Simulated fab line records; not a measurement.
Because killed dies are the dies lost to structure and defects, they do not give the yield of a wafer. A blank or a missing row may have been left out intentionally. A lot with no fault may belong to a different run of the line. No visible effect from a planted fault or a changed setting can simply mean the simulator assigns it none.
8D (eight disciplines) problem report, filled in by code || flow ritCmos || the parts of the form that need people (team, actions taken, sign-off) are left out

== 1. THE ISSUE ==
Wafers free of any fault read 249.6 nm (standard deviation 2.5) for SPACER_NITRIDE_THK at RIT_SPACER_THK_MEAS_04, against a mean of 319.6 nm on 6 wafers of 2 lots. That is +28 standard deviations from the usual mean.
The first sign was on wafer L588.1 at day 6 01:52, on filmMetro-03. At this step, 42 wafers from 14 lots have a number in the record. The rule behind "out" and "out of limits": a value lying over 4 standard deviations away from the usual mean. The rest of the wafers with a number are treated as sound.

== 2. WHAT IT IS, AND WHAT IT ISN'T ==
{"question": "which readings at this step", "is": "SPACER_NITRIDE_THK", "is not": "-"}
{"question": "which lots", "is": "L588, L589", "is not": "L573, L575, L576, L577, L580, L581, L582, L584, L585, L587, L592, L595"}
{"question": "which wafers of those lots", "is": "all that have a number", "is not": "-"}
{"question": "read on which gauges", "is": "filmMetro-02, filmMetro-03", "is not": "filmMetro-01"}
{"question": "when", "is": "from day 6 01:52", "is not": "up to then (30 sound wafers); but 6 sound wafers of L592, L595 came after"}

== 3. SUSPECTS, AND WHAT RULES EACH OUT ==
Counting: a tool at any process step up to the reading remains a suspect when it ran all the lots that are out and ran no sound lot after the first of those.
- the gauge at RIT_SPACER_THK_MEAS_04 has been ruled out. The wafers that are out were read on 2 gauges (filmMetro-02, filmMetro-03).
- lpcvd-02 at RIT_SPACER_CVD_03 (deposits Si3N4 from SiH2Cl2/NH3, target thk 250 nm, time 3300 s): kept. All lots that are out passed through it, beginning with L588 at day 5 23:56, and no sound lot followed; its final sound lot before that point was L585 at day 5 07:49.
The count leaves lpcvd-02 at RIT_SPACER_CVD_03.

== 4. THE CAUSE (what the simulator had put in) ==
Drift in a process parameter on lpcvd-02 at RIT_SPACER_CVD_03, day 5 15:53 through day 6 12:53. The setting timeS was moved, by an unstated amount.
The count eliminated every tool but this one.

== 5. THE CHAIN OF EFFECTS, in route order ==
Rows list readings where the struck wafers' mean (over those with a number) sits beyond 3 standard deviations from the usual. Scope: only readings with a usual standard deviation given in the record; hours: median across lots of the time from each lot's start at the first step in this table that gives one to its start at this step; sigmas: change in usual standard deviations.
{"hours": 0, "step": "RIT_SPACER_THK_MEAS_04", "reading": "SPACER_NITRIDE_THK", "usual": "249.6 nm", "on struck wafers": 319.6, "change": "+70.0", "sigmas": "+28"}
{"hours": 0, "step": "RIT_SPACER_ETCHBACK_05", "reading": "oesProductAu", "usual": "0.845 a.u.", "on struck wafers": 1.019, "change": "+0.174", "sigmas": "+11"}
Its process steps:
- RIT_SPACER_ETCHBACK_05: etches Si3N4 in SF6/CHF3, stops on SiO2, target depth 250 nm, time 240 s.

== 6. HOW IT WOULD HAVE BEEN CAUGHT EARLIER ==
10 hours passed between the start of the fault at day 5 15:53 and the first reading out of limits at a measuring or inspecting step in this record, taken at day 6 01:52.
An alarm limit of 4 standard deviations would not have fired on the tool readings at RIT_SPACER_CVD_03 for which the record gives a usual standard deviation, since none of them was out on any struck wafer.
L589, from the lots that are out (2), started RIT_SPACER_CVD_03 on lpcvd-02 later than day 6 01:52. A tool hold placed at that time would have kept it from harm.
